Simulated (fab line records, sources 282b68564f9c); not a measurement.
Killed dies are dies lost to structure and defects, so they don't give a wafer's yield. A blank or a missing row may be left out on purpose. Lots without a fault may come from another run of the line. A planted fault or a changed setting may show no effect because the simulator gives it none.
Which tool did it? | flow rit_cmos | 7 lots, 21 wafers sampled, at 2 steps of a route of 202

WHAT THE GAUGES READ, wafer by wafer
RIT_REOX_THK_MEAS_04.
lot  | measured    | on            | REOX_OXIDE_THK (nm)
L417 | day 3 01:37 | film_metro-03 | 25.4 25.7 25.4
L419 | day 3 10:37 | film_metro-01 | 9.5 9.3 9.3
L423 | day 4 05:14 | film_metro-03 | 8.5 8.5 8.5
L429 | day 5 09:50 | film_metro-03 | 25.0 25.0 24.9
L432 | day 6 01:30 | film_metro-04 | 25.8 25.9 25.2
L435 | day 6 16:47 | film_metro-01 | 25.1 25.2 24.8
L438 | day 7 06:55 | film_metro-03 | 25.6 25.6 25.5

WHICH TOOL RAN EACH LOT (tool, then ch and the chambers of the sampled wafers, then the start)
lot  | RIT_REOX_OXIDATION_03
L417 | furnace-04 ch 0, day 2 23:03
L419 | furnace-03 ch 0, day 3 08:04
L423 | furnace-03 ch 0, day 4 02:41
L429 | furnace-04 ch 0, day 5 07:17
L432 | furnace-01 ch 0, day 5 22:57
L435 | furnace-01 ch 0, day 6 14:14
L438 | furnace-04 ch 0, day 7 04:22
- RIT_REOX_OXIDATION_03: target thk 25.2 nm, ox time 5580 s.

THE ANSWER, worked out from the rows above alone
Rule: what is usual is taken from the lots themselves. Put in order of their means at a reading, lots are off if they are a third of the lots or fewer, leave a main group of 4 or more, and stand apart from it by a gap of 3 or more times the standard deviation of the main group's means; of several such gaps the widest counts. A main group whose means are all the same, to the digits that the tables above print for the reading, isn't used. A lot without any number at a reading at which 4 lots or more have one is off too. The other lots that the step has rows for count as sound.
Off: L419, L423, at RIT_REOX_THK_MEAS_04 (REOX_OXIDE_THK). The main group: mean 25.3 nm, standard deviation 0.28.
A tool fits if, at a process step before that reading, it ran every lot that is off, and no sound lot after the first of them. The gauges at RIT_REOX_THK_MEAS_04 are tried like those tools. One fits: furnace-03 at RIT_REOX_OXIDATION_03. It ran no sound lot before its first lot that is off in this sample, so the start can't be narrowed down.

WHAT THE SIMULATOR HAD PUT IN
Process parameter drift: furnace-03, from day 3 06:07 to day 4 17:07, at RIT_REOX_OXIDATION_03. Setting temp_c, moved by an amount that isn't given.
Lots struck among those shown: L419, L423. The rule above found the same.
